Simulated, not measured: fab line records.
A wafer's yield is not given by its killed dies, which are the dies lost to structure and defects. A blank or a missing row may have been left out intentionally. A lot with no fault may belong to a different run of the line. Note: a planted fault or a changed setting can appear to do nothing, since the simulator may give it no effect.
Which tool did it? + flow berkeley_cmos170 + 14 lots with 42 wafers sampled at 3 steps, on a route of 331 steps

== WHAT THE GAUGES READ, wafer by wafer ==
UCB170_NWELL_TW_MEAS_16. Usual: NWELL_TW 1255, standard deviation 6.2.
| lot  | measured    | on            | NWELL_TW       | flag |
|------|-------------|---------------|----------------|------|
| L434 | day 2 20:00 | film_metro-01 | 1268 1270 1263 |      |
| L437 | day 3 12:11 | film_metro-02 | 1249 1253 1261 |      |
| L438 | day 3 18:02 | film_metro-01 | 1254 1256 1255 |      |
| L439 | day 3 18:09 | film_metro-01 | 1251 1256 1255 |      |
| L440 | day 4 04:19 | film_metro-02 | 1257 1261 1262 |      |
| L443 | day 4 14:16 | film_metro-02 | 1260 1254 1251 |      |
| L442 | day 4 14:32 | film_metro-04 | 1249 1247 1250 |      |
| L444 | day 4 22:11 | film_metro-02 | 1254 1251 1261 |      |
| L446 | day 5 09:02 | film_metro-01 | 1253 1253 1252 |      |
| L448 | day 5 20:47 | film_metro-01 | 1261 1253 1257 |      |
| L447 | day 5 20:51 | film_metro-04 | 1246 1244 1246 |      |
| L450 | day 6 08:20 | film_metro-04 | 1253 1255 1245 |      |
| L454 | day 6 17:26 | film_metro-04 | 1251 1254 1249 |      |
| L455 | day 7 01:52 | film_metro-04 | 1252 1260 1261 |      |

UCB170_PFIELD_OVL_MEAS_06. Usual: PFIELD_OVL -3 nm, standard deviation 6.2.
| lot  | measured    | on         | PFIELD_OVL (nm) | flag |
|------|-------------|------------|-----------------|------|
| L434 | day 5 06:31 | overlay-02 | 5 -10 2         |      |
| L437 | day 6 05:16 | overlay-02 | -8 -6 -12       |      |
| L438 | day 6 06:55 | overlay-02 | 4 -5 -2         |      |
| L439 | day 6 06:43 | overlay-02 | -11 -6 2        |      |
| L440 | day 6 13:05 | overlay-01 | -8 -5 -6        |      |
| L443 | day 7 00:19 | overlay-02 | 10 4 4          |      |
| L442 | day 7 00:35 | overlay-01 | -17 -1 -6       |      |
| L444 | day 7 15:11 | overlay-01 | -7 3 -7         |      |
| L446 | day 7 23:46 | overlay-02 | 0 7 -2          |      |
| L448 | day 8 09:45 | overlay-02 | 1 -1 -2         |      |
| L447 | day 8 09:26 | overlay-01 | 1 -2 0          |      |
| L450 | day 8 22:01 | overlay-01 | -6 -12 -7       |      |
| L454 | day 9 05:42 | overlay-01 | 5 -2 -2         |      |
| L455 | day 9 23:08 | overlay-02 | -5 -10 -8       |      |

UCB170_SACOX_THK_MEAS_02. Usual: SACOX_OXIDE_THK 14.38 nm, standard deviation 0.28.
| lot  | measured     | on            | SACOX_OXIDE_THK (nm) | flag |
|------|--------------|---------------|----------------------|------|
| L434 | day 6 01:52  | film_metro-03 | 14.39 14.13 14.04    |      |
| L437 | day 7 02:52  | film_metro-03 | 14.33 14.19 14.60    |      |
| L438 | day 7 02:50  | film_metro-04 | 14.04 14.17 14.23    |      |
| L439 | day 7 02:54  | film_metro-04 | 14.09 14.27 14.17    |      |
| L440 | day 7 14:10  | film_metro-03 | 14.33 14.51 14.54    |      |
| L443 | day 8 02:02  | film_metro-03 | 14.54 14.47 14.54    |      |
| L442 | day 8 02:01  | film_metro-04 | 14.51 14.53 14.36    |      |
| L444 | day 8 17:05  | film_metro-01 | 14.81 14.70 14.61    |      |
| L446 | day 8 23:34  | film_metro-04 | 14.18 14.06 14.44    |      |
| L448 | day 9 11:19  | film_metro-01 | 14.31 14.72 14.76    |      |
| L447 | day 9 11:19  | film_metro-04 | 14.66 14.56 14.19    |      |
| L450 | day 9 19:04  | film_metro-04 | 14.74 14.63 14.60    |      |
| L454 | day 10 04:19 | film_metro-03 | 14.64 14.54 14.39    |      |
| L455 | day 10 23:35 | film_metro-03 | 14.83 14.55 14.55    |      |

== TOOL THAT RAN EACH LOT (tool first, then ch and the chambers of the sampled wafers, then the start) ==
Before these readings, the record contains no process step.

== AS READ BY THE TOOLS THEMSELVES (means over the sampled wafers that have a number; for cases with no such wafer, the mark the record gives instead) ==
The record holds no such reading with a usual standard deviation.

== THE ANSWER, worked out from the rows above alone ==
Rule: a lot is off if the mean of its wafers that have a number lies more than 3 standard deviations from the usual mean. Also off: a lot with no number at a reading for which 4 or more lots have one. Where the step has rows for the other lots, those lots are counted as sound. After the gauges, taken in route order, come the tools' own readings; for these a lot's mean is taken, as printed above. The first step at which some lot is off is used, and at that step the reading that is off furthest; a lot without a number counts as furthest.
No lot is off at any reading shown: from this, nothing can be told.

== WHAT THE SIMULATOR PUT IN ==
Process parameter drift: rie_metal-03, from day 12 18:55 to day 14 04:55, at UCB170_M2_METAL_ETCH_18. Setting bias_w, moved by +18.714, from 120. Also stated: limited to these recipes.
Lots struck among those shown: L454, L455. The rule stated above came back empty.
